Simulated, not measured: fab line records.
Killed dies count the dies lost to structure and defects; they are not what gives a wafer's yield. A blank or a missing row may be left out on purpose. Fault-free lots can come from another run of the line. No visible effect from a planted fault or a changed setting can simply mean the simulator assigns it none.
fab line records -- flow berkeleyCmos170 -- part 1 of 2: steps 1 to 32 of 42
record lots=5, wafers=15, lastDay=11
route steps=331 shown NLDD@167 SPACER@171 PSD@175 NSD@187 BACKSIDE@199 SDANNEAL@204 PLDD@208
lots that met no fault: taken from a fault-free run of the same line
startH: the number of hours between the record's first day and the start of the first shown wafer of the lot -- waitH: how many hours have passed since the lot's step before this one -- " as in the row above -- L1.1+2: a single row standing in for several wafers -- - value missing, or start not given -- * or withheld: withheld -- < > ~ a bound
route shown NAME@n: names a module that has steps shown in the file, with the first one's number in the route -- usual: mean and standard deviation over wafers with no fault -- same: alike in all rows -- chamber/n: place in a boat -- sites: per-site readings -- _std_site: how widely they spread, as a standard deviation -- _edge_site: outer sites' mean less inner sites' -- radiusMm: for every site, how far away it sits from the centre of the wafer -- mask NAME#n: copy n -- behind: the most recent tool/chamber to have shaped the wafer -- hold: reason for holding the lot/hours on hold/outcome of the hold -- device: which transistor (n, p or np) failed to switch -- end of line: at the end of the route, the tests of the same wafers -- a step with no rows: only its recipe -- killed: count of dies lost to structure and defects at first sort (not the wafer's yield) -- map: the dies of a wafer, with x for killed, . for not killed, _ for no die there
set.NAME: setting as actually run; set.NAME@STEP: the setting as run at that earlier step -- model.NAME: the simulator's own value behind a step, which no gauge read
lots at some steps of the route; a table a step, a row a wafer
services: from which hour (startH, from the record's first day; less than 0 if before it) a tool's chamber was out of use, for how many hours, and why
## steps
# step UCB170_NLDD_IMPLANT_09
# recipe species=As, doseCm2=5e+13, energyKev=30, tiltDeg=7, rotationDeg=180
# usual endStationPressureTorr=5.18e-06/2.8e-07
lot.wafer,tool,chamber,startH,waitH,endStationPressureTorr
L077.2,implanter-04,0,150.89,0.1,5.29e-06
L077.5,implanter-04,0,150.89,0.1,5.06e-06
L077.6,implanter-04,0,150.89,0.1,5.2e-06
L075.1,implanter-03,0,151.05,0.1,5.26e-06
L075.2,implanter-03,0,151.05,0.1,4.86e-06
L075.5,implanter-03,0,151.05,0.1,5.33e-06
L081.1,implanter-01,0,183.28,0.1,5.44e-06
L081.4,implanter-01,0,183.28,0.1,5.15e-06
L081.6,implanter-01,0,183.28,0.1,5.62e-06
L085.1,implanter-01,0,214.15,0.1,5.5e-06
L085.3,implanter-01,0,214.15,0.1,5.32e-06
L085.5,implanter-01,0,214.15,0.1,5.37e-06
L094.1,implanter-01,0,237.84,0.1,5.26e-06
L094.4,implanter-01,0,237.84,0.1,5e-06
L094.6,implanter-01,0,237.84,0.1,5.15e-06
# step UCB170_NLDD_STRIP_10
# recipe chemistry=O2, powerW=400, pressureMtorr=3500, platenTempC=withheld, o2FlowSccm=400, overashFraction=0.5
# usual drypumpMotorCurrentA=6.1/0.41, oesProductAu=0.734/0.0044, stripTimeToEndpointS=21.65/0.064
lot.wafer,tool,chamber,startH,waitH,drypumpMotorCurrentA,oesProductAu,rfHoursCounterH,stripTimeToEndpointS
L077.2,plasmaAsher-01,1,151.02,0.1,6.6,0.729,48,21.73
L077.5,plasmaAsher-01,1,151.02,0.1,6.6,0.736,-,21.63
L077.6,plasmaAsher-01,0,151.02,0.1,5.5,0.738,-,21.66
L075.1,plasmaAsher-01,0,151.20,0.1,5.5,0.739,48,21.60
L075.2,plasmaAsher-01,1,151.20,0.1,6.6,0.727,48,21.61
L075.5,plasmaAsher-01,0,151.20,0.1,5.5,0.732,-,21.56
L081.1,plasmaAsher-04,0,183.43,0.1,6.3,0.732,41,21.71
L081.4,plasmaAsher-04,0,183.43,0.1,6.3,0.730,-,21.67
L081.6,plasmaAsher-04,0,183.43,0.1,6.3,0.740,-,21.71
L085.1,plasmaAsher-04,1,214.30,0.1,6.5,0.737,45,21.68
L085.3,plasmaAsher-04,1,214.30,0.1,6.5,0.740,-,21.70
L085.5,plasmaAsher-04,0,214.30,0.1,6.3,0.732,-,21.74
L094.1,plasmaAsher-02,0,237.99,0.1,6.1,0.735,48,21.64
L094.4,plasmaAsher-02,1,237.99,0.1,5.8,0.734,-,21.60
L094.6,plasmaAsher-02,1,237.99,0.1,5.7,0.735,-,21.60
# step UCB170_NLDD_TW_MEAS_11
# usual NLDD_TW=2216/12
lot.wafer,tool,chamber,startH,waitH,NLDD_TW
L077.2,filmMetro-04,-,151.13,0.1,2215
L077.5,filmMetro-04,-,151.13,0.1,2210
L077.6,filmMetro-04,-,151.13,0.1,2226
L075.1,filmMetro-04,-,151.30,0.1,2200
L075.2,filmMetro-04,-,151.30,0.1,2207
L075.5,filmMetro-04,-,151.30,0.1,2213
L081.1,filmMetro-04,-,183.53,0.1,2208
L081.4,filmMetro-04,-,183.53,0.1,2206
L081.6,filmMetro-04,-,183.53,0.1,2217
L085.1,filmMetro-01,-,214.40,0.1,2223
L085.3,filmMetro-01,-,214.40,0.1,2219
L085.5,filmMetro-01,-,214.40,0.1,2230
L094.1,filmMetro-04,-,238.09,0.1,2196
L094.4,filmMetro-04,-,238.09,0.1,2208
L094.6,filmMetro-04,-,238.09,0.1,2208
# step UCB170_NLDD_CLEAN_12
# recipe chemistry=SPM, tempC=120, timeS=600
lot.wafer,tool,chamber,startH,waitH
L077.2+5+6,wetBench-02,0,151.26,0.1
L075.1+2+5,wetBench-02,2,151.83,0.5
L081.1+4+6,wetBench-02,3,183.59,0.1
L085.1+3+5,wetBench-01,1,214.66,0.2
L094.1+4+6,wetBench-02,1,239.44,1.3
# step UCB170_SPACER_CVD_00
# recipe material=SiO2, targetThkNm=376, tempC=390, precursor=TEOS/O2, timeS=47, rfW=550, pressureMtorr=9000
# usual heaterPowerW=266/53
lot.wafer,tool,chamber,startH,waitH,heaterPowerW,sinceWetCleanH
L077.2,pecvd-04,0,151.45,0.0,201,230
L077.5,pecvd-04,2,151.45,0.0,205,-
L077.6,pecvd-04,1,151.45,0.0,233,-
L075.1,pecvd-02,2,152.03,0.0,244,338
L075.2,pecvd-02,0,152.03,0.0,309,338
L075.5,pecvd-02,2,152.03,0.0,167,-
L081.1,pecvd-03,2,183.78,0.0,275,155
L081.4,pecvd-03,0,183.78,0.0,315,-
L081.6,pecvd-03,2,183.78,0.0,277,-
L085.1,pecvd-03,2,214.84,0.0,214,186
L085.3,pecvd-03,0,214.84,0.0,395,186
L085.5,pecvd-03,0,214.84,0.0,287,-
L094.1,pecvd-02,1,239.62,0.0,287,425
L094.4,pecvd-02,0,239.62,0.0,305,-
L094.6,pecvd-02,2,239.62,0.0,230,-
# step UCB170_SPACER_THK_MEAS_01
# recipe reads=SiO2_of_SPACER_CVD_00
# usual SPACER_TEOS_THK=377/5
lot.wafer,tool,chamber,startH,waitH,SPACER_TEOS_THK[nm]
L077.2,filmMetro-03,-,151.51,0.0,367
L077.5,filmMetro-03,-,151.51,0.0,381
L077.6,filmMetro-03,-,151.51,0.0,379
L075.1,filmMetro-02,-,152.07,0.0,369
L075.2,filmMetro-02,-,152.07,0.0,371
L075.5,filmMetro-02,-,152.07,0.0,376
L081.1,filmMetro-02,-,183.82,0.0,369
L081.4,filmMetro-02,-,183.82,0.0,383
L081.6,filmMetro-02,-,183.82,0.0,373
L085.1,filmMetro-03,-,214.88,0.0,372
L085.3,filmMetro-03,-,214.88,0.0,381
L085.5,filmMetro-03,-,214.88,0.0,387
L094.1,filmMetro-01,-,239.66,0.0,373
L094.4,filmMetro-01,-,239.66,0.0,380
L094.6,filmMetro-01,-,239.66,0.0,377
# step UCB170_SPACER_ANNEAL_02
# recipe tempC=900, timeS=1800, ambient=N2
lot.wafer,tool,chamber,startH,waitH
L075.1+2+5,furnace-01,0,155.36,3.3
L077.2+5+6,furnace-01,0,155.36,3.8
L081.1+4+6,furnace-04,0,189.72,5.9
L085.1+3+5,furnace-04,0,216.20,1.3
L094.1+4+6,furnace-04,0,242.33,2.7
# step UCB170_SPACER_ETCHBACK_03
# recipe stopOn=Si, target=SiO2, chemistry=CHF3/CF4/Ar, CHF3_flow_sccm=50, cf4FlowSccm=10, Ar_flow_sccm=120, pressureMtorr=200, rfW=500, targetDepthA=3760, timeS=100
# usual drypumpMotorCurrentA=5.8/0.39, oesProductAu=0.905/0.014, throttleValvePct=6.45/0.12
lot.wafer,tool,chamber,startH,waitH,drypumpMotorCurrentA,oesProductAu,rfHoursCounterH,throttleValvePct
L075.1,rieDiel-02,3,156.93,0.1,5.6,0.892,4,6.31
L075.2,rieDiel-02,2,156.93,0.1,6.1,0.892,53,6.56
L075.5,rieDiel-02,3,156.93,0.1,5.6,0.904,-,6.30
L077.2,rieDiel-01,1,156.93,0.1,5.7,0.891,103,6.31
L077.5,rieDiel-01,1,156.93,0.1,5.7,0.912,-,6.32
L077.6,rieDiel-01,0,156.93,0.1,5.4,0.917,-,6.40
L081.1,rieDiel-01,3,191.29,0.1,5.4,0.880,137,6.36
L081.4,rieDiel-01,2,191.29,0.1,5.6,0.925,13,6.36
L081.6,rieDiel-01,0,191.29,0.1,5.4,0.893,-,6.39
L085.1,rieDiel-02,0,217.70,0.0,6.1,0.911,16,6.58
L085.3,rieDiel-02,3,217.70,0.0,5.6,0.916,6,6.30
L085.5,rieDiel-02,0,217.70,0.0,6.2,0.940,-,6.61
L094.1,rieDiel-01,1,243.83,0.0,5.7,0.899,108,6.32
L094.4,rieDiel-01,2,243.83,0.0,5.6,0.919,-,6.37
L094.6,rieDiel-01,0,243.83,0.0,5.4,0.905,-,6.41
# step UCB170_PSD_HMDS_00
# recipe primeTimeS=60, primeTempC=100
lot.wafer,tool,chamber,startH,waitH
L075.1+2+5,lithoTrack-02,0,157.38,0.4
L077.2+5+6,lithoTrack-03,0,157.41,0.4
L081.1+4+6,lithoTrack-01,0,192.57,1.2
L085.1+3+5,lithoTrack-01,0,217.78,0.0
L094.1+4+6,lithoTrack-01,0,244.23,0.4
# step UCB170_PSD_COAT_01
# recipe resist=KrF, spinRpm=1500, resistThkNm=900
lot.wafer,tool,chamber,startH,waitH
L075.1+2+5,lithoTrack-02,0,157.53,0.1
L077.2+5+6,lithoTrack-03,0,157.56,0.1
L081.1+4+6,lithoTrack-01,0,192.72,0.1
L085.1+3+5,lithoTrack-01,0,217.93,0.1
L094.1+4+6,lithoTrack-01,0,244.38,0.1
# step UCB170_PSD_SOFTBAKE_02
# recipe resist=KrF, tempC=130, timeS=60
lot.wafer,tool,chamber,startH,waitH
L075.1+2+5,lithoTrack-02,0,157.68,0.1
L077.2+5+6,lithoTrack-03,0,157.71,0.1
L081.1+4+6,lithoTrack-01,0,192.87,0.1
L085.1+3+5,lithoTrack-01,0,218.08,0.1
L094.1+4+6,lithoTrack-01,0,244.53,0.1
# step UCB170_PSD_EXPOSE_03
# recipe maskId=PSELECT_MOD, na=0.5, sigmaOuter=0.6, sourceShape=conventional, targetCdNm=1200, doseMj=29.62
lot.wafer,tool,chamber,startH,waitH,mask
L077.2+5+6,krfScanner-01,0,158.12,0.4,PSELECT_MOD#0
L075.1+2+5,krfScanner-02,0,158.34,0.6,PSELECT_MOD#0
L081.1+4+6,krfScanner-02,0,-,-,PSELECT_MOD#0
L085.1+3+5,krfScanner-02,0,218.35,0.2,PSELECT_MOD#0
L094.1+4+6,krfScanner-01,0,244.81,0.2,PSELECT_MOD#0
# step UCB170_PSD_PEB_04
# recipe pebTempC=130, pebTimeS=withheld, resist=KrF
lot.wafer,tool,chamber,startH,waitH
L077.2+5+6,lithoTrack-02,0,158.58,0.4
L075.1+2+5,lithoTrack-02,0,158.83,0.5
L081.1+4+6,lithoTrack-01,0,-,-
L085.1+3+5,lithoTrack-02,0,218.55,0.2
L094.1+4+6,lithoTrack-02,0,245.17,0.3
# step UCB170_PSD_DEVELOP_05
# recipe developer=TMAH, developTimeS=45, resist=KrF, devTempC=21
# same developTimeS=45
lot.wafer,tool,chamber,startH,waitH
L077.2+5+6,lithoTrack-02,0,-,-
L075.1+2+5,lithoTrack-02,0,-,-
L081.1+4+6,lithoTrack-01,0,-,-
L085.1+3+5,lithoTrack-02,0,-,-
L094.1+4+6,lithoTrack-02,0,-,-
# step UCB170_PSD_CD_MEAS_06
# recipe targetCdNm=1200
# usual cdNm=1199.8/1.3
lot.wafer,tool,chamber,startH,waitH,cdNm
L077.2,cdSem-01,-,158.85,-,1200.2
L077.5,cdSem-01,-,158.85,-,1200.6
L077.6,cdSem-01,-,158.85,-,1202.4
L075.1,cdSem-02,-,159.11,-,1199.9
L075.2,cdSem-02,-,159.11,-,1201.7
L075.5,cdSem-02,-,159.11,-,1200.3
L081.1,cdSem-02,-,194.74,-,1198.6
L081.4,cdSem-02,-,194.74,-,1199.6
L081.6,cdSem-02,-,194.74,-,1200.1
L085.1,cdSem-02,-,218.82,-,1199.1
L085.3,cdSem-02,-,218.82,-,1200.4
L085.5,cdSem-02,-,218.82,-,1201.9
L094.1,cdSem-01,-,245.44,-,1199.4
L094.4,cdSem-01,-,245.44,-,1200.4
L094.6,cdSem-01,-,245.44,-,1200.1
# step UCB170_PSD_OVL_MEAS_07
# usual PSD_OVL=0/7.1
lot.wafer,tool,chamber,startH,waitH,PSD_OVL[nm]
L077.2,overlay-02,-,158.96,0.1,10
L077.5,overlay-02,-,158.96,0.1,7
L077.6,overlay-02,-,158.96,0.1,10
L075.1,overlay-01,-,159.23,0.1,-6
L075.2,overlay-01,-,159.23,0.1,6
L075.5,overlay-01,-,159.23,0.1,-7
L081.1,overlay-01,-,194.86,0.1,1
L081.4,overlay-01,-,194.86,0.1,-8
L081.6,overlay-01,-,194.86,0.1,-5
L085.1,overlay-02,-,218.94,0.1,-2
L085.3,overlay-02,-,218.94,0.1,-5
L085.5,overlay-02,-,218.94,0.1,0
L094.1,overlay-01,-,245.56,0.1,2
L094.4,overlay-01,-,245.56,0.1,5
L094.6,overlay-01,-,245.56,0.1,-3
# step UCB170_PSD_IMPLANT_08
# recipe species=B, doseCm2=3e+15, energyKev=20, tiltDeg=7
# usual endStationPressureTorr=1.26e-05/6.4e-07
lot.wafer,tool,chamber,startH,waitH,endStationPressureTorr
L077.2,implanter-04,0,159.01,0.0,1.31e-05
L077.5,implanter-04,0,159.01,0.0,1.25e-05
L077.6,implanter-04,0,159.01,0.0,1.04e-05
L075.1,implanter-02,0,159.26,0.0,1.12e-05
L075.2,implanter-02,0,159.26,0.0,1.28e-05
L075.5,implanter-02,0,159.26,0.0,1.22e-05
L081.1,implanter-03,0,194.90,0.0,1.29e-05
L081.4,implanter-03,0,194.90,0.0,1.29e-05
L081.6,implanter-03,0,194.90,0.0,1.35e-05
L085.1,implanter-02,0,218.98,0.0,1.29e-05
L085.3,implanter-02,0,218.98,0.0,1.28e-05
L085.5,implanter-02,0,218.98,0.0,1.23e-05
L094.1,implanter-02,0,245.60,0.0,1.17e-05
L094.4,implanter-02,0,245.60,0.0,1.24e-05
L094.6,implanter-02,0,245.60,0.0,1.22e-05
# step UCB170_PSD_STRIP_09
# recipe chemistry=O2, powerW=400, pressureMtorr=3500, platenTempC=withheld, o2FlowSccm=400, overashFraction=0.5
# usual drypumpMotorCurrentA=5.97/0.29, oesProductAu=0.600/0.0045, stripTimeToEndpointS=29.37/0.066
lot.wafer,tool,chamber,startH,waitH,drypumpMotorCurrentA,oesProductAu,rfHoursCounterH,stripTimeToEndpointS
L077.2,plasmaAsher-03,0,159.14,0.1,5.81,0.599,6,29.49
L077.5,plasmaAsher-03,0,159.14,0.1,5.76,0.592,-,29.44
L077.6,plasmaAsher-03,1,159.14,0.1,6.10,0.604,-,29.37
L075.1,plasmaAsher-02,0,159.41,0.1,6.10,0.605,38,29.29
L075.2,plasmaAsher-02,1,159.41,0.1,5.80,0.604,38,29.30
L075.5,plasmaAsher-02,0,159.41,0.1,6.08,0.597,-,29.38
L081.1,plasmaAsher-02,1,195.05,0.1,5.77,0.610,42,29.45
L081.4,plasmaAsher-02,1,195.05,0.1,5.76,0.598,-,29.55
L081.6,plasmaAsher-02,0,195.05,0.1,6.12,0.605,-,29.46
L085.1,plasmaAsher-03,1,219.13,0.1,6.10,0.610,13,29.47
L085.3,plasmaAsher-03,1,219.13,0.1,6.10,0.601,-,29.40
L085.5,plasmaAsher-03,0,219.13,0.1,5.82,0.602,-,29.29
L094.1,plasmaAsher-03,1,245.75,0.1,6.11,0.602,17,29.36
L094.4,plasmaAsher-03,1,245.75,0.1,6.13,0.599,-,29.37
L094.6,plasmaAsher-03,1,245.75,0.1,6.12,0.591,-,29.25
# step UCB170_PSD_TW_MEAS_10
# usual PSD_TW=2334/17
lot.wafer,tool,chamber,startH,waitH,PSD_TW
L077.2,filmMetro-01,-,159.25,0.1,2359
L077.5,filmMetro-01,-,159.25,0.1,2348
L077.6,filmMetro-01,-,159.25,0.1,2353
L075.1,filmMetro-02,-,159.51,0.1,2326
L075.2,filmMetro-02,-,159.51,0.1,2323
L075.5,filmMetro-02,-,159.51,0.1,2335
L081.1,filmMetro-04,-,195.15,0.1,2334
L081.4,filmMetro-04,-,195.15,0.1,2322
L081.6,filmMetro-04,-,195.15,0.1,2334
L085.1,filmMetro-04,-,219.23,0.1,2316
L085.3,filmMetro-04,-,219.23,0.1,2314
L085.5,filmMetro-04,-,219.23,0.1,2316
L094.1,filmMetro-01,-,245.85,0.1,2352
L094.4,filmMetro-01,-,245.85,0.1,2376
L094.6,filmMetro-01,-,245.85,0.1,2358
# step UCB170_PSD_CLEAN_11
# recipe chemistry=SPM, tempC=120, timeS=600
lot.wafer,tool,chamber,startH,waitH
L077.2+5+6,wetBench-04,1,159.43,0.2
L075.1+2+5,wetBench-04,3,159.61,0.1
L081.1+4+6,wetBench-02,2,196.26,1.1
L085.1+3+5,wetBench-04,2,219.29,0.1
L094.1+4+6,wetBench-03,3,245.91,0.1
# step UCB170_NSD_HMDS_00
# recipe primeTimeS=60, primeTempC=100
lot.wafer,tool,chamber,startH,waitH
L077.2+5+6,lithoTrack-02,0,160.41,0.8
L075.1+2+5,lithoTrack-02,0,160.83,1.0
L081.1+4+6,lithoTrack-04,0,197.46,1.0
L085.1+3+5,lithoTrack-04,0,219.75,0.3
L094.1+4+6,lithoTrack-01,0,246.13,0.1
# step UCB170_NSD_COAT_01
# recipe resist=KrF, spinRpm=1500, resistThkNm=900
lot.wafer,tool,chamber,startH,waitH
L077.2+5+6,lithoTrack-02,0,160.56,0.1
L075.1+2+5,lithoTrack-02,0,160.98,0.1
L081.1+4+6,lithoTrack-04,0,197.61,0.1
L085.1+3+5,lithoTrack-04,0,219.90,0.1
L094.1+4+6,lithoTrack-01,0,246.28,0.1
# step UCB170_NSD_SOFTBAKE_02
# recipe resist=KrF, tempC=130, timeS=60
lot.wafer,tool,chamber,startH,waitH
L077.2+5+6,lithoTrack-02,0,160.71,0.1
L075.1+2+5,lithoTrack-02,0,161.13,0.1
L081.1+4+6,lithoTrack-04,0,197.76,0.1
L085.1+3+5,lithoTrack-04,0,220.05,0.1
L094.1+4+6,lithoTrack-01,0,246.43,0.1
# step UCB170_NSD_EXPOSE_03
# recipe maskId=NSELECT_MOD, na=0.5, sigmaOuter=0.6, sourceShape=conventional, targetCdNm=1200, doseMj=30
lot.wafer,tool,chamber,startH,waitH,mask
L077.2+5+6,krfScanner-02,0,-,-,NSELECT_MOD#0
L075.1+2+5,krfScanner-02,0,-,-,NSELECT_MOD#0
L081.1+4+6,krfScanner-01,0,-,-,NSELECT_MOD#0
L085.1+3+5,krfScanner-02,0,220.20,0.1,NSELECT_MOD#0
L094.1+4+6,krfScanner-02,0,246.71,0.2,NSELECT_MOD#0
# step UCB170_NSD_PEB_04
# recipe pebTempC=130, pebTimeS=withheld, resist=KrF
lot.wafer,tool,chamber,startH,waitH
L077.2+5+6,lithoTrack-02,0,-,-
L075.1+2+5,lithoTrack-02,0,-,-
L081.1+4+6,lithoTrack-01,0,-,-
L085.1+3+5,lithoTrack-04,0,220.65,0.4
L094.1+4+6,lithoTrack-04,0,246.83,0.1
# step UCB170_NSD_DEVELOP_05
# recipe developer=TMAH, developTimeS=45, resist=KrF, devTempC=21
# same developTimeS=45
lot.wafer,tool,chamber,startH,waitH
L077.2+5+6,lithoTrack-02,0,-,-
L075.1+2+5,lithoTrack-02,0,-,-
L081.1+4+6,lithoTrack-01,0,-,-
L085.1+3+5,lithoTrack-04,0,-,-
L094.1+4+6,lithoTrack-04,0,-,-
# step UCB170_NSD_CD_MEAS_06
# recipe targetCdNm=1200
# usual cdNm=1200.3/1.6
lot.wafer,tool,chamber,startH,waitH,cdNm
L077.2,cdSem-01,-,162.75,-,1200.9
L077.5,cdSem-01,-,162.75,-,1202.8
L077.6,cdSem-01,-,162.75,-,1201.4
L075.1,cdSem-02,-,163.01,-,1199.4
L075.2,cdSem-02,-,163.01,-,1198.8
L075.5,cdSem-02,-,163.01,-,1200.3
L081.1,cdSem-02,-,199.72,-,1198.2
L081.4,cdSem-02,-,199.72,-,1201.0
L081.6,cdSem-02,-,199.72,-,1199.6
L085.1,cdSem-01,-,220.92,-,1198.1
L085.3,cdSem-01,-,220.92,-,1197.7
L085.5,cdSem-01,-,220.92,-,1198.8
L094.1,cdSem-02,-,247.10,-,1201.0
L094.4,cdSem-02,-,247.10,-,1199.0
L094.6,cdSem-02,-,247.10,-,1198.5
# step UCB170_NSD_OVL_MEAS_07
# usual NSD_OVL=-2/5.6
lot.wafer,tool,chamber,startH,waitH,NSD_OVL[nm]
L077.2,overlay-01,-,162.86,0.1,2
L077.5,overlay-01,-,162.86,0.1,4
L077.6,overlay-01,-,162.86,0.1,2
L075.1,overlay-01,-,163.13,0.1,-5
L075.2,overlay-01,-,163.13,0.1,-4
L075.5,overlay-01,-,163.13,0.1,-5
L081.1,overlay-01,-,199.84,0.1,0
L081.4,overlay-01,-,199.84,0.1,-3
L081.6,overlay-01,-,199.84,0.1,-7
L085.1,overlay-01,-,221.04,0.1,1
L085.3,overlay-01,-,221.04,0.1,6
L085.5,overlay-01,-,221.04,0.1,6
L094.1,overlay-01,-,247.25,0.1,-9
L094.4,overlay-01,-,247.25,0.1,-8
L094.6,overlay-01,-,247.25,0.1,-5
# step UCB170_NSD_IMPLANT_08
# recipe species=P, doseCm2=3e+15, energyKev=40.22, tiltDeg=7
# usual endStationPressureTorr=1.26e-05/6.1e-07
lot.wafer,tool,chamber,startH,waitH,endStationPressureTorr
L077.2,implanter-01,0,162.91,0.0,1.2e-05
L077.5,implanter-01,0,162.91,0.0,1.26e-05
L077.6,implanter-01,0,162.91,0.0,1.24e-05
L075.1,implanter-03,0,163.16,0.0,1.29e-05
L075.2,implanter-03,0,163.16,0.0,1.29e-05
L075.5,implanter-03,0,163.16,0.0,1.29e-05
L081.1,implanter-01,0,199.88,0.0,1.26e-05
L081.4,implanter-01,0,199.88,0.0,1.12e-05
L081.6,implanter-01,0,199.88,0.0,1.26e-05
L085.1,implanter-02,0,221.08,0.0,1.26e-05
L085.3,implanter-02,0,221.08,0.0,1.32e-05
L085.5,implanter-02,0,221.08,0.0,1.16e-05
L094.1,implanter-02,0,247.29,0.0,1.37e-05
L094.4,implanter-02,0,247.29,0.0,1.31e-05
L094.6,implanter-02,0,247.29,0.0,1.25e-05
# step UCB170_NSD_STRIP_09
# recipe chemistry=O2, powerW=400, pressureMtorr=3500, platenTempC=withheld, o2FlowSccm=400, overashFraction=0.5
# usual drypumpMotorCurrentA=6.08/0.27, oesProductAu=0.533/0.0047, stripTimeToEndpointS=35.92/0.097
lot.wafer,tool,chamber,startH,waitH,drypumpMotorCurrentA,oesProductAu,rfHoursCounterH,stripTimeToEndpointS
L077.2,plasmaAsher-03,1,163.04,0.1,6.10,0.536,6,35.78
L077.5,plasmaAsher-03,0,163.04,0.1,5.81,0.535,-,35.90
L077.6,plasmaAsher-03,1,163.04,0.1,6.11,0.527,-,35.79
L075.1,plasmaAsher-04,1,163.31,0.1,6.57,0.536,39,35.81
L075.2,plasmaAsher-04,0,163.31,0.1,6.29,0.529,39,35.82
L075.5,plasmaAsher-04,0,163.31,0.1,6.27,0.533,-,35.74
L081.1,plasmaAsher-02,1,200.18,0.2,5.75,0.532,43,35.96
L081.4,plasmaAsher-02,1,200.18,0.2,5.80,0.529,-,35.91
L081.6,plasmaAsher-02,1,200.18,0.2,5.75,0.541,-,35.92
L085.1,plasmaAsher-03,0,221.23,0.1,5.80,0.543,13,36.04
L085.3,plasmaAsher-03,0,221.23,0.1,5.77,0.533,-,35.97
L085.5,plasmaAsher-03,1,221.23,0.1,6.08,0.530,-,36.07
L094.1,plasmaAsher-03,1,247.44,0.1,6.11,0.538,17,35.74
L094.4,plasmaAsher-03,0,247.44,0.1,5.82,0.537,-,35.79
L094.6,plasmaAsher-03,1,247.44,0.1,6.09,0.538,-,35.75
# step UCB170_NSD_TW_MEAS_10
# usual NSD_TW=4200/30
lot.wafer,tool,chamber,startH,waitH,NSD_TW
L077.2,filmMetro-02,-,163.15,0.1,4189
L077.5,filmMetro-02,-,163.15,0.1,4192
L077.6,filmMetro-02,-,163.15,0.1,4194
L075.1,filmMetro-04,-,163.41,0.1,4181
L075.2,filmMetro-04,-,163.41,0.1,4155
L075.5,filmMetro-04,-,163.41,0.1,4158
L081.1,filmMetro-04,-,200.28,0.1,4156
L081.4,filmMetro-04,-,200.28,0.1,4166
L081.6,filmMetro-04,-,200.28,0.1,4188
L085.1,filmMetro-04,-,221.33,0.1,4180
L085.3,filmMetro-04,-,221.33,0.1,4172
L085.5,filmMetro-04,-,221.33,0.1,4145
L094.1,filmMetro-01,-,247.54,0.1,4267
L094.4,filmMetro-01,-,247.54,0.1,4278
L094.6,filmMetro-01,-,247.54,0.1,4243
# step UCB170_NSD_CLEAN_11
# recipe chemistry=SPM, tempC=120, timeS=600
lot.wafer,tool,chamber,startH,waitH
L077.2+5+6,wetBench-03,0,163.20,0.0
L075.1+2+5,wetBench-03,3,163.55,0.1
L081.1+4+6,wetBench-02,0,201.51,1.2
L085.1+3+5,wetBench-01,0,221.45,0.1
L094.1+4+6,wetBench-01,1,247.60,0.1
